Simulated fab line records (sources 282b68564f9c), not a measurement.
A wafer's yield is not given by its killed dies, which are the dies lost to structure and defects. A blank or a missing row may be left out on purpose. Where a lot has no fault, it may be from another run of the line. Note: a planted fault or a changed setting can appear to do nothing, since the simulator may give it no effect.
A struck lot beside a sound one + flow ritCmos + 14 out of 202 route steps
Sound: these wafers, L754.2, L754.4, L754.5. Wafers L761.2, L761.3, L761.4 were the ones struck. The cause comes at the end.
Each step with rows lists, per side, the tool, then ch with its chambers, then its first start. Under that, the readings that differ: sound wafers + struck wafers + difference of the means + sigmas: that difference in standard deviations of wafers without a fault.
alike: words and numbers the same on both sides, and readings whose means are apart by under 2 such deviations; not compared: readings that were withheld, readings missing a value for some wafer, numbers with overlapping values and no deviation given by the record, and bounds like >300 which may hide the same value.
Wherever a step has rows on one side only, a row that says differs or no value, or a row with sigmas, the two part there. Numbers that don't overlap but have no deviation are shown without sigmas and don't part them. A reading that every wafer of one side lacks parts them only if that side has two wafers or more.

first, 3 steps without rows for these wafers: RIT_NWELL_EXPOSE_03 (exposes mask M2, target cd 43900 nm); RIT_NWELL_PEB_04; RIT_NWELL_DEVELOP_05 (develop time 68 s).
RIT_NWELL_OVL_MEAS_06:
  sound on overlay-02, day 2 19:34; struck on overlay-01, day 4 03:37
  alike: NWELL_OVL
then, 2 steps without rows for these wafers: RIT_NWELL_HARDBAKE_07 (time 120 s); RIT_NWELL_IMPLANT_08.
RIT_NWELL_STRIP_09: strips in O2, time 180 s.
  sound on plasmaAsher-01 ch 0,1, day 2 19:59; struck on plasmaAsher-03 ch 0,1, day 4 04:03
  alike: drypumpMotorCurrentA
  not compared: rfHoursCounterH
RIT_NWELL_TW_MEAS_10:
  sound on filmMetro-04, day 2 20:11; struck on filmMetro-01, day 4 04:14
| reading  | sound          | struck         | difference | sigmas |
|----------|----------------|----------------|------------|--------|
| NWELL_TW | 2133 2125 2114 | 2199 2185 2184 | +65        | +2     |
then, 4 steps without rows for these wafers: RIT_PWELL_HMDS_00 (prime time 60 s); RIT_PWELL_COAT_01 (resist thk 1300 nm); RIT_PWELL_SOFTBAKE_02 (time 60 s); RIT_PWELL_EXPOSE_03 (exposes mask M3, target cd 43700 nm).
RIT_PWELL_PEB_04:
  sound on lithoTrack-02 ch 0, day 2 20:49; struck on lithoTrack-03, day 4 05:11
| reading        | sound          | struck | difference                    | sigmas |
|----------------|----------------|--------|-------------------------------|--------|
| exhaustPa (Pa) | 43.8 43.8 43.6 | - - -  | no value on the struck wafers |        |
  not compared: chillPlateTempC
then, 1 step without rows for these wafers: RIT_PWELL_DEVELOP_05 (develop time 68 s).

WHERE THEY PART
At RIT_NWELL_TW_MEAS_10 first; at RIT_PWELL_PEB_04 last (within this record only).

WHY: the cause the simulator had injected
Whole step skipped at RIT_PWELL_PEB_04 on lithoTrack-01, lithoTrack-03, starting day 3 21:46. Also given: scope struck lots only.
